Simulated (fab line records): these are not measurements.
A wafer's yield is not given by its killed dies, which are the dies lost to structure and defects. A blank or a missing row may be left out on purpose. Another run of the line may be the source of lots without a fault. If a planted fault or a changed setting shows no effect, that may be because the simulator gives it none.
Which tool is to blame? -- flow berkeleyCmos170 -- Sampling: 14 lots, 42 wafers, 2 of 331 route steps

WHAT THE GAUGES READ, wafer by wafer
UCB170_GATE_CD_MEAS_12: the cd target is 350 nm. Usual: cdNm reads 349.9 nm (standard deviation 1.5).
lot,measured,on,cdNm (nm),flag
L587,day 6 06:01,cdSem-01,352.4 351.8 352.1,
L589,day 7 00:25,cdSem-01,350.1 351.0 350.0,
L590,day 7 00:32,cdSem-02,349.1 350.2 350.2,
L588,day 7 00:44,cdSem-01,349.7 348.7 349.0,
L592,day 7 12:38,cdSem-02,352.3 353.2 352.5,
L591,day 7 12:54,cdSem-01,350.2 351.2 351.0,
L593,day 7 18:41,cdSem-01,355.7 356.5 355.8,OFF
L594,day 8 04:29,cdSem-02,354.0 355.2 354.1,OFF
L598,day 8 16:42,cdSem-01,348.6 350.1 350.7,
L600,day 9 07:17,cdSem-01,348.3 347.6 347.7,
L601,day 9 17:01,cdSem-02,349.1 350.7 350.3,
L602,day 9 17:07,cdSem-01,350.9 351.9 351.3,
L604,day 9 21:51,cdSem-01,352.8 352.5 352.2,
L608,day 10 22:07,cdSem-01,349.8 348.0 350.5,

TOOL THAT RAN EACH LOT (tool first, then ch and the chambers of the sampled wafers, then the start)
lot,UCB170_GATE_SOFTBAKE_08
L587,"lithoTrack-04 ch 0, day 6 05:00"
L589,"lithoTrack-03 ch 0, day 6 23:00"
L590,"lithoTrack-04 ch 0, day 6 23:00"
L588,"lithoTrack-01 ch 0, day 6 23:00"
L592,"lithoTrack-03 ch 0, day 7 12:00"
L591,"lithoTrack-04 ch 0, day 7 12:00"
L593,"lithoTrack-04 ch 0, day 7 18:00"
L594,"lithoTrack-04 ch 0, day 8 03:00"
L598,"lithoTrack-01 ch 0, day 8 15:00"
L600,"lithoTrack-01 ch 0, day 9 06:00"
L601,"lithoTrack-03 ch 0, day 9 15:00"
L602,"lithoTrack-01 ch 0, day 9 15:00"
L604,"lithoTrack-03 ch 0, day 9 21:00"
L608,"lithoTrack-04 ch 0, day 10 21:00"
- UCB170_GATE_SOFTBAKE_08: time 60 s.

AS READ BY THE TOOLS THEMSELVES (means over the sampled wafers that have a number; for cases with no such wafer, the mark the record gives instead)
UCB170_GATE_SOFTBAKE_08. Usual: heaterPowerTotalW 56.80 W, standard deviation 0.048; plateTempC 130.02 C, standard deviation 0.12.
lot,tool,heaterPowerTotalW (W),plateTempC (C),flag
L587,lithoTrack-04,56.75,130.06,
L589,lithoTrack-03,56.81,129.93,
L590,lithoTrack-04,56.83,130.03,
L588,lithoTrack-01,56.77,130.21,
L592,lithoTrack-03,56.79,130.08,
L591,lithoTrack-04,56.79,129.92,
L593,lithoTrack-04,55.16,127.19,OFF
L594,lithoTrack-04,55.20,127.18,OFF
L598,lithoTrack-01,56.81,130.18,
L600,lithoTrack-01,56.84,130.14,
L601,lithoTrack-03,56.79,129.96,
L602,lithoTrack-01,56.79,129.88,
L604,lithoTrack-03,56.84,129.98,
L608,lithoTrack-04,56.82,129.99,

THE ANSWER, worked out from the rows above alone
Rule: lot off if the mean of its wafers having a number is beyond 3 standard deviations from the usual mean. A lot without any number at a reading at which 4 lots or more have one is off too. Any other lot the step has rows for is counted as sound. The gauges are gone through in route order, then the tools' own readings, and for those a lot's mean is taken as printed above. At the first step where some lot is off, the reading lying furthest off is the one used; lots without a number count as furthest.
Off: L593, L594 (UCB170_GATE_CD_MEAS_12, cdNm).
A tool fits if, at a process step before that reading, it ran every lot that is off, and no sound lot after the first of them. Not tried: the gauges at UCB170_GATE_CD_MEAS_12; whatever is off there is also off at UCB170_GATE_SOFTBAKE_08, on other tools, and gauge error can't account for it. None of those tried fits.

WHAT HAD BEEN PUT IN BY THE SIMULATOR
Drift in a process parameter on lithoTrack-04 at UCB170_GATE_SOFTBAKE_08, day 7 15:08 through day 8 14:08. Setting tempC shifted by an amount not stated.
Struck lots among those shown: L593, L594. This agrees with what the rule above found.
